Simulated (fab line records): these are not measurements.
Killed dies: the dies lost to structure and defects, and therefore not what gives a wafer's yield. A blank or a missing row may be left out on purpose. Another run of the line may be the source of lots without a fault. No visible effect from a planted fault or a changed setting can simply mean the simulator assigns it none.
2 desks looking at one fault ; flow berkeley-cmos170 ; only its own numbers are on each desk; what lay behind them is given at the end

DESK OF THE TOOL OWNER: implanter-01
UCB170_PVT_IMPLANT_07, tool's own readings: per-lot mean of the sampled wafers with a number, covering each lot this tool ran. Any lot whose mean is over 4 standard deviations away from the usual mean is out of limits and marked OUT; that distance is given in the brackets.
Columns: A = beam-energy-keV at UCB170_PVT_IMPLANT_07, usual 29.999; B = end-station-pressure-torr at UCB170_PVT_IMPLANT_07, usual 4.98e-06 Torr
lot;first seen here;A;B
L529;day 7 10:18;30.001;4.70e-06
L530;day 7 17:40;29.992;4.79e-06
L532;day 8 04:58;29.995;4.87e-06
L534;day 8 10:50;32.302 (+99 or more) OUT;4.97e-06
L537;day 9 03:55;32.310 (+99 or more) OUT;5.03e-06
L549;day 11 20:25;29.995;5.24e-06
This desk's verdict: out of limits on L534, L537, starting with L534 at day 8 10:50 (beam-energy-keV at UCB170_PVT_IMPLANT_07). Within limits: L529, L530, L532, L549.

AT THE METROLOGY DESK
Lot by lot, what the gauges showed, no matter which tool ran the lot: averages of those sampled wafers that carry a number. Any lot whose mean is over 4 standard deviations away from the usual mean is out of limits and marked OUT; that distance is given in the brackets.
Columns: A = PFIELD_OVL at UCB170_PFIELD_OVL_MEAS_06, usual 2 nm; B = PVT_TW at UCB170_PVT_TW_MEAS_09, usual 508; C = cd-nm at UCB170_GATE_CD_MEAS_12, usual 350.2 nm
lot;first seen here;A;B;C
L526;day 4 22:46;0;508;350.1
L527;day 5 05:54;-3;516;349.3
L529;day 5 13:55;-1;511;349.9
L530;day 6 02:23;-5;507;350.7
L532;day 6 07:09;3;511;348.5
L535;day 6 15:57;-2;502;351.9
L534;day 6 16:22;8;523;350.1
L537;day 7 12:26;8;518;348.6
L541;day 8 04:16;-5;509;350.9
L542;day 8 04:40;2;504;352.8
L545;day 8 21:13;3;511;350.4
L546;day 9 09:05;5;512;351.5
L548;day 9 09:08;-1;503;348.0
L549;day 10 10:02;15;507;349.5
This desk's finding: nothing out of limits on any of the 14 lots.

ALL TOGETHER
On L534, L537, at day 8 10:50, an alarm was possible from the tool owner's desk.
Metrology desk: nothing out of limits seen.
The metrology desk holds a record of L534, L537, inside its limits.
The lots listed all ran UCB170_PVT_IMPLANT_07 on implanter-01.

WHAT HAD BEEN PUT IN BY THE SIMULATOR
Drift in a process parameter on implanter-01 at UCB170_PVT_IMPLANT_07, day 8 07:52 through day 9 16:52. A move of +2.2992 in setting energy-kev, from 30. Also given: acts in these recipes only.
Lots struck among those shown: L534, L537.
Delay in hours, fault start to first out-of-limits reading, by desk: the tool owner's desk at 3.
